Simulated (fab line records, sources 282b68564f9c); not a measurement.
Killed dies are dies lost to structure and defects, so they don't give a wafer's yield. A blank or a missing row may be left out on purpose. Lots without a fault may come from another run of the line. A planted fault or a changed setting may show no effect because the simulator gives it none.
Which tool did it? | flow rit_cmos | 7 lots, 21 wafers sampled, at 2 steps of a route of 202

WHAT THE GAUGES READ, wafer by wafer
RIT_NWELL_TW_MEAS_10.
lot  | measured    | on            | NWELL_TW
L462 | day 2 05:23 | film_metro-03 | 2145 2117 2135
L464 | day 2 14:42 | film_metro-03 | 2127 2127 2127
L466 | day 2 23:29 | film_metro-01 | 2122 2118 2125
L468 | day 3 09:46 | film_metro-01 | 2132 2138 2131
L470 | day 3 21:14 | film_metro-03 | 2232 2225 2227 2243 2226 2226
L472 | day 4 09:05 | film_metro-03 | 2239 2233 2240 2244 2243 2242
L482 | day 6 10:18 | film_metro-04 | 2141 2129 2127

WHICH TOOL RAN EACH LOT (tool, then ch and the chambers of the sampled wafers, then the start)
lot  | RIT_NWELL_IMPLANT_08
L462 | implanter-01 ch 0, day 2 05:04
L464 | implanter-03 ch 0, day 2 14:22
L466 | implanter-02 ch 0, day 2 23:11
L468 | implanter-03 ch 0, day 3 09:28
L470 | implanter-02 ch 0, day 3 20:54
L472 | implanter-02 ch 0, day 4 08:46
L482 | implanter-01 ch 0, day 6 09:59
- RIT_NWELL_IMPLANT_08

THE ANSWER, worked out from the rows above alone
Rule: what is usual is taken from the lots themselves. Put in order of their means at a reading, lots are off if they are a third of the lots or fewer, leave a main group of 4 or more, and stand apart from it by a gap of 3 or more times the standard deviation of the main group's means; of several such gaps the widest counts. A main group whose means are all the same, to the digits that the tables above print for the reading, isn't used. A lot without any number at a reading at which 4 lots or more have one is off too. The other lots that the step has rows for count as sound.
Off: L470, L472, at RIT_NWELL_TW_MEAS_10 (NWELL_TW). The main group: mean 2129, standard deviation 4.5.
A tool fits if, at a process step before that reading, it ran every lot that is off, and no sound lot after the first of them. The gauges at RIT_NWELL_TW_MEAS_10 are tried like those tools. Can't be told from this: 2 tools fit, implanter-02 at RIT_NWELL_IMPLANT_08, film_metro-03 at RIT_NWELL_TW_MEAS_10.

WHAT THE SIMULATOR HAD PUT IN
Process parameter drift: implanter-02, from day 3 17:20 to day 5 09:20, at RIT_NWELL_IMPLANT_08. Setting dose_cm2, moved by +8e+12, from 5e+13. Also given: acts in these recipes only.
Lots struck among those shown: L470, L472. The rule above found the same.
